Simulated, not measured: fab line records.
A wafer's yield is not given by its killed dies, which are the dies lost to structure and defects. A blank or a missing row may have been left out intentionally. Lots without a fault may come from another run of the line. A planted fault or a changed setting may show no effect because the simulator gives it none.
Problem report in the 8D (eight disciplines) form, filled by code -- flow rit-cmos -- the parts of the form that need people (team, actions taken, sign-off) are left out

== 1. WHAT WENT WRONG ==
Wafers without a fault read 62.55 W, standard deviation 0.048; heater-power-total-W at RIT_NSD_HARDBAKE_07 reads a mean of 61.50 W on 6 wafers belonging to 2 lots. Measured from the usual mean, that is -22 standard deviations.
The step: time 60 s.
First observed at day 5 15:14: wafer L173.1, on litho-track-03. The record has a number at this step for 42 wafers belonging to 14 lots. Rule for "out", or "out of limits": more than 4 standard deviations from the usual mean. The rest of the wafers with a number are treated as sound.

== 2. WHAT IT IS AND WHAT IT IS NOT ==
question,is,is not
which readings at this step,"heater-power-total-W, plate-temp-C",-
which lots,"L173, L174","L160, L161, L162, L163, L164, L165, L176, L179, L180, L181, L182, L183"
which wafers of those lots,all that have a number,-
read on which tools,litho-track-03,"litho-track-01, litho-track-04"
when,from day 5 15:14,"up to then (18 sound wafers); but 18 sound wafers of L176, L179, L180, L181, L182, L183 came after"

== 3. WHAT RULES OUT EACH SUSPECT ==
Counting: a tool at any process step up to the reading remains a suspect when it ran all the lots that are out and ran no sound lot after the first of those.
- litho-track-03 at RIT_NSD_HARDBAKE_07 (time 60 s): kept. Every lot that is out went through it, starting with L173 (day 5 15:14), and after that it ran no sound lot; the last sound lot it ran before then is L165 (day 4 01:16). Its own heater-power-total-W, plate-temp-C readings are out on those wafers.
After counting, what remains is litho-track-03 at RIT_NSD_HARDBAKE_07.

== 4. THE CAUSE (what the simulator had put in) ==
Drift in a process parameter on litho-track-03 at RIT_NSD_HARDBAKE_07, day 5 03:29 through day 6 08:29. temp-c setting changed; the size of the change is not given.
After counting, this tool was the only one left.

== 5. THE EFFECT CHAIN, in route order ==
Each row: a reading where the mean over the struck wafers with a number is more than 3 standard deviations away from the usual. Only readings for which the record gives a usual standard deviation are gone through. hours: the time from each lot's start at the first step in this table that gives one to its start at this step, as a median over the lots. sigmas: the change in usual standard deviations.
hours,step,reading,usual,on struck wafers,change,sigmas
0,RIT_NSD_HARDBAKE_07,heater-power-total-W,62.55 W,61.50,-1.05,-22
0,RIT_NSD_HARDBAKE_07,plate-temp-C,139.99 C,138.21,-1.78,-14
It contains these process steps:
- RIT_NSD_HARDBAKE_07: time 60 s.
Later steps that measure or inspect, where all struck wafers having a row at the step show a number for every such reading and not one has moved that far: RIT_PSD_OVL_MEAS_06.

== 6. WHAT WOULD HAVE CAUGHT IT SOONER ==
In this record no reading fell out of limits until day 5 15:14, 12 hours after the fault had begun at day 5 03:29.
